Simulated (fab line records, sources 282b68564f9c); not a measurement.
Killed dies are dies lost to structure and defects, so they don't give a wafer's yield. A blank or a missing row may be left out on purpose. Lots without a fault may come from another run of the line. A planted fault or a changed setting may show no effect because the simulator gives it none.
Split-lot experiment | flow rit_cmos | 5 lots, 23 wafers read, on a route of 202 steps

THE SPLIT
At RIT_GATE_CVD_08 (deposits poly-Si from SiH4, target thk 250 nm, time 2220 s), the setting sih4_flow_sccm was moved away from the recipe's 100 sccm on 15 of the 23 wafers read, by -14.2% to +7.1%. The other wafers ran this setting at the recipe's value.

FROM THE SPLIT TO THE READING: what the file shows between them, 1 step
- RIT_GATE_DEVELOP_15: develop time 50 s (also split here: dev_temp_c)

THE READING
oes_product_au, in a.u., at RIT_GATE_ETCH_19 (etches poly-Si in SF6/CHF3/O2, stops on SiO2, time 165 s, target depth 312.5 nm). Fault-free wafers of this fab line usually give 0.848 a.u., standard deviation 0.012 a.u..

wafer  | tool, chamber at the split | sih4_flow_sccm as run, sccm | against the recipe | oes_product_au, a.u. | against lot-mates on the recipe
L074.1 | -, -                       | 90.44                       | -9.6%              | 0.796                | no lot-mate on the recipe
L074.2 | -, -                       | 90.44                       | -9.6%              | 0.793                | no lot-mate on the recipe
L074.3 | -, -                       | 90.44                       | -9.6%              | 0.788                | no lot-mate on the recipe
L074.4 | -, -                       | 90.44                       | -9.6%              | 0.767                | no lot-mate on the recipe
L074.5 | -, -                       | 90.44                       | -9.6%              | 0.788                | no lot-mate on the recipe
L075.1 | -, -                       | 100                         | recipe             | 0.855                | -
L075.2 | -, -                       | 100                         | recipe             | 0.845                | -
L075.3 | -, -                       | 100                         | recipe             | 0.831                | -
L075.4 | -, -                       | 100                         | recipe             | 0.839                | -
L075.6 | -, -                       | 100                         | recipe             | 0.830                | -
L078.1 | -, -                       | 107.1                       | +7.1%              | 0.873                | no lot-mate on the recipe
L078.2 | -, -                       | 107.1                       | +7.1%              | 0.919                | no lot-mate on the recipe
L078.4 | -, -                       | 107.1                       | +7.1%              | 0.901                | no lot-mate on the recipe
L078.5 | -, -                       | 107.1                       | +7.1%              | 0.910                | no lot-mate on the recipe
L078.6 | -, -                       | 107.1                       | +7.1%              | 0.898                | no lot-mate on the recipe
L080.1 | -, -                       | 85.76                       | -14.2%             | 0.741                | no lot-mate on the recipe
L080.2 | -, -                       | 85.76                       | -14.2%             | 0.757                | no lot-mate on the recipe
L080.3 | -, -                       | 85.76                       | -14.2%             | 0.769                | no lot-mate on the recipe
L080.5 | -, -                       | 85.76                       | -14.2%             | 0.743                | no lot-mate on the recipe
L080.6 | -, -                       | 85.76                       | -14.2%             | 0.775                | no lot-mate on the recipe
L083.3 | lpcvd-01, 1                | 100                         | recipe             | 0.850                | -
L083.4 | lpcvd-01, 1                | 100                         | recipe             | 0.830                | -
L083.6 | lpcvd-01, 1                | 100                         | recipe             | 0.842                | -

THE FIT
A straight line over all 23 wafers: oes_product_au changes by +0.0065 a.u. for each +1% of sih4_flow_sccm; r = +0.97; the points scatter about the line by 0.014 a.u..
Too few moved wafers have a lot-mate on the recipe to fit a line with each lot's own level taken away.

THE WHOLE CHAIN: every reading that the file lists as answering this split, in the file's order
step              | what it does                                                                    | reading                                                                        | change (the file's fit)                   | r (the file's)
RIT_GATE_ETCH_19  | etches poly-Si in SF6/CHF3/O2, stops on SiO2, time 165 s, target depth 312.5 nm | oes_product_au                                                                 | +0.00651 a.u. for each +1% of the setting | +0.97
RIT_REOX_CLEAN_00 | cleans in SC1, time 600 s                                                       | poly-Si_of_GATE_CVD_08.thk_nm (the simulator's own value, which no gauge read) | +2.61 nm for each +1% of the setting      | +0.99

THE FILE'S OWN FIT
oes_product_au changes by +0.00651 a.u. for each +1% of sih4_flow_sccm, r = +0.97.
